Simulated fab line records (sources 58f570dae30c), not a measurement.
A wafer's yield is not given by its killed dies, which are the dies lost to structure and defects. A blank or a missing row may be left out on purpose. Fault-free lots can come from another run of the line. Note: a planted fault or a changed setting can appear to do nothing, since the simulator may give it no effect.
Matching of chambers || flow berkeley cmos170 || UCB170_NWELL_ETCH_13 on rie diel-01: 4 sister chambers
The step etches Si3N4 in CH3F/Ar/O2, stops on SiO2, target depth 246.4 nm, time 154 s. 20 wafers are shown with their chamber, then 10 later ones without.

## EACH WAFER AND ITS CHAMBER
{"wafer": "L074.1", "chamber": 0, "drypump motor current A (A)": 6.5, "throttle valve pct (%)": 8.16, "oes product au (a.u.)": 0.945}
{"wafer": "L074.3", "chamber": 3, "drypump motor current A (A)": 5.5, "throttle valve pct (%)": 8.06, "oes product au (a.u.)": 0.927}
{"wafer": "L074.6", "chamber": 3, "drypump motor current A (A)": 5.5, "throttle valve pct (%)": 8.08, "oes product au (a.u.)": 0.941}
{"wafer": "L076.1", "chamber": 2, "drypump motor current A (A)": 6.1, "throttle valve pct (%)": 7.90, "oes product au (a.u.)": 0.928}
{"wafer": "L076.3", "chamber": 0, "drypump motor current A (A)": 6.5, "throttle valve pct (%)": 8.16, "oes product au (a.u.)": 0.933}
{"wafer": "L076.6", "chamber": 3, "drypump motor current A (A)": 5.5, "throttle valve pct (%)": 8.07, "oes product au (a.u.)": 0.917}
{"wafer": "L077.1", "chamber": 2, "drypump motor current A (A)": 6.1, "throttle valve pct (%)": 7.89, "oes product au (a.u.)": 0.932}
{"wafer": "L077.3", "chamber": 3, "drypump motor current A (A)": 5.5, "throttle valve pct (%)": 8.08, "oes product au (a.u.)": 0.930}
{"wafer": "L077.5", "chamber": 3, "drypump motor current A (A)": 5.5, "throttle valve pct (%)": 8.08, "oes product au (a.u.)": 0.923}
{"wafer": "L078.2", "chamber": 3, "drypump motor current A (A)": 5.5, "throttle valve pct (%)": 8.07, "oes product au (a.u.)": 0.928}
{"wafer": "L078.4", "chamber": 3, "drypump motor current A (A)": 5.5, "throttle valve pct (%)": 8.07, "oes product au (a.u.)": 0.931}
{"wafer": "L078.5", "chamber": 1, "drypump motor current A (A)": 5.4, "throttle valve pct (%)": 8.05, "oes product au (a.u.)": 0.948}
{"wafer": "L079.2", "chamber": 3, "drypump motor current A (A)": 5.5, "throttle valve pct (%)": 8.07, "oes product au (a.u.)": 0.921}
{"wafer": "L079.3", "chamber": 1, "drypump motor current A (A)": 5.4, "throttle valve pct (%)": 8.07, "oes product au (a.u.)": 0.937}
{"wafer": "L079.4", "chamber": 2, "drypump motor current A (A)": 6.2, "throttle valve pct (%)": 7.91, "oes product au (a.u.)": 0.927}
{"wafer": "L083.1", "chamber": 3, "drypump motor current A (A)": 5.6, "throttle valve pct (%)": 8.07, "oes product au (a.u.)": 0.924}
{"wafer": "L083.4", "chamber": 1, "drypump motor current A (A)": 5.4, "throttle valve pct (%)": 8.07, "oes product au (a.u.)": 0.943}
{"wafer": "L083.5", "chamber": 1, "drypump motor current A (A)": 5.4, "throttle valve pct (%)": 8.06, "oes product au (a.u.)": 0.948}
{"wafer": "L088.1", "chamber": 1, "drypump motor current A (A)": 5.4, "throttle valve pct (%)": 8.06, "oes product au (a.u.)": 0.933}
{"wafer": "L088.2", "chamber": 0, "drypump motor current A (A)": 6.5, "throttle valve pct (%)": 8.17, "oes product au (a.u.)": 0.941}

SIGNATURES (averages over the wafers above)
{"reading": "drypump motor current A", "chamber 0": 6.500, "chamber 1": 5.400, "chamber 2": 6.133, "chamber 3": 5.511, "scatter within a chamber": 0.0312}
{"reading": "throttle valve pct", "chamber 0": 8.1633, "chamber 1": 8.0620, "chamber 2": 7.9000, "chamber 3": 8.0722, "scatter within a chamber": 0.00751}
{"reading": "oes product au", "chamber 0": 0.93967, "chamber 1": 0.94180, "chamber 2": 0.92900, "chamber 3": 0.92689, "scatter within a chamber": 0.00638}
Rule: a wafer's distance from a chamber is the root of the sum, over the readings, of the square of ((its reading less the chamber's mean) divided by the reading's scatter). If the next closest chamber is less than 2 further off than the closest, the wafer can't be placed; otherwise it belongs to the closest. The scatter is the square root of a quotient: the sum, over the shown wafers, of each reading's squared deviation from its chamber's mean, divided by wafers minus chambers.

## WAFERS WHOSE CHAMBER IS MISSING
{"wafer": "L088.6", "drypump motor current A (A)": 6.1, "throttle valve pct (%)": 7.88, "oes product au (a.u.)": 0.927}
{"wafer": "L089.3", "drypump motor current A (A)": 5.5, "throttle valve pct (%)": 8.07, "oes product au (a.u.)": 0.927}
{"wafer": "L089.5", "drypump motor current A (A)": 5.6, "throttle valve pct (%)": 8.08, "oes product au (a.u.)": 0.918}
{"wafer": "L089.6", "drypump motor current A (A)": 6.5, "throttle valve pct (%)": 8.16, "oes product au (a.u.)": 0.936}
{"wafer": "L091.3", "drypump motor current A (A)": 5.4, "throttle valve pct (%)": 8.04, "oes product au (a.u.)": 0.937}
{"wafer": "L091.4", "drypump motor current A (A)": 6.1, "throttle valve pct (%)": 7.89, "oes product au (a.u.)": 0.929}
{"wafer": "L091.6", "drypump motor current A (A)": 6.1, "throttle valve pct (%)": 7.89, "oes product au (a.u.)": 0.928}
{"wafer": "L096.1", "drypump motor current A (A)": 6.1, "throttle valve pct (%)": 7.90, "oes product au (a.u.)": 0.920}
{"wafer": "L096.2", "drypump motor current A (A)": 5.6, "throttle valve pct (%)": 8.07, "oes product au (a.u.)": 0.919}
{"wafer": "L096.5", "drypump motor current A (A)": 6.5, "throttle valve pct (%)": 8.15, "oes product au (a.u.)": 0.925}

## WHICH CHAMBER EACH WENT THROUGH
{"wafer": "L088.6", "from the rows above": 2, "in truth": 2}
{"wafer": "L089.3", "from the rows above": 3, "in truth": 3}
{"wafer": "L089.5", "from the rows above": 3, "in truth": 3}
{"wafer": "L089.6", "from the rows above": 0, "in truth": 0}
{"wafer": "L091.3", "from the rows above": 1, "in truth": 1}
{"wafer": "L091.4", "from the rows above": 2, "in truth": 2}
{"wafer": "L091.6", "from the rows above": 2, "in truth": 2}
{"wafer": "L096.1", "from the rows above": 2, "in truth": 2}
{"wafer": "L096.2", "from the rows above": 3, "in truth": 3}
{"wafer": "L096.5", "from the rows above": 0, "in truth": 0}
Correct placement for 10 of the 10. Left unplaced by these rows: 0. Placed wrongly: 0.
